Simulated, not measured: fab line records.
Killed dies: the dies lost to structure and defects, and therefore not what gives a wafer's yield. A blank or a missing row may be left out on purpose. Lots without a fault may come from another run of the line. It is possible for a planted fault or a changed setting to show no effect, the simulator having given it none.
Chamber matching -- flow berkeley cmos170 -- UCB170_GATE_ETCH_14 on rie diel-04 has 4 sister chambers
The step etches BARC in N2/H2. 14 wafers are shown with their chamber, then 7 later ones without.

## WAFERS PAIRED WITH THEIR CHAMBERS
wafer,chamber,throttle valve pct (%),drypump motor current A (A),oes product au (a.u.)
L588.2,0,13.25,5.6,1.018
L588.4,3,12.82,6.4,0.960
L588.6,0,13.26,5.6,1.017
L592.1,2,13.42,5.9,1.005
L592.3,0,13.24,5.6,1.009
L592.5,1,13.21,5.6,1.008
L597.2,1,13.22,5.7,1.021
L597.3,2,13.41,5.9,1.001
L597.4,3,12.84,6.4,0.952
L605.2,3,12.85,6.4,0.950
L605.3,1,13.22,5.7,1.025
L605.5,3,12.84,6.4,0.947
L606.3,2,13.41,5.8,0.985
L606.4,1,13.21,5.7,1.001

SIGNATURES, as means of the wafers listed above
reading,chamber 0,chamber 1,chamber 2,chamber 3,scatter within a chamber
throttle valve pct,13.2500,13.2150,13.4133,12.8375,0.00917
drypump motor current A,5.600,5.675,5.867,6.400,0.0376
oes product au,1.01467,1.01375,0.99700,0.95225,0.0086
Rule: for a wafer and a chamber, the distance is found by dividing, reading by reading, the gap between the wafer's reading and the chamber's mean by the reading's scatter, squaring, summing and taking the root. If the next closest chamber is less than 2 further off than the closest, the wafer can't be placed; otherwise it belongs to the closest. The scatter is the square root of a quotient: the sum, over the shown wafers, of each reading's squared deviation from its chamber's mean, divided by wafers minus chambers.

## WAFERS WITHOUT THEIR CHAMBER
wafer,throttle valve pct (%),drypump motor current A (A),oes product au (a.u.)
L606.6,13.23,5.6,0.992
L607.2,13.41,5.9,1.000
L607.4,13.21,5.7,1.015
L607.6,13.25,5.5,1.005
L610.2,13.23,5.6,1.008
L610.3,13.22,5.7,1.011
L610.5,13.40,5.8,0.992

## EACH ONE'S CHAMBER
wafer,from the rows above,in truth
L606.6,can't be placed: 0 or 1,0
L607.2,2,2
L607.4,1,1
L607.6,0,0
L610.2,can't be placed: 0 or 1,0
L610.3,1,1
L610.5,2,2
Correct placement for 5 of the 7. Unplaceable from these rows: 2, with the true chamber sitting among the candidates in 2. Placed wrongly: 0.
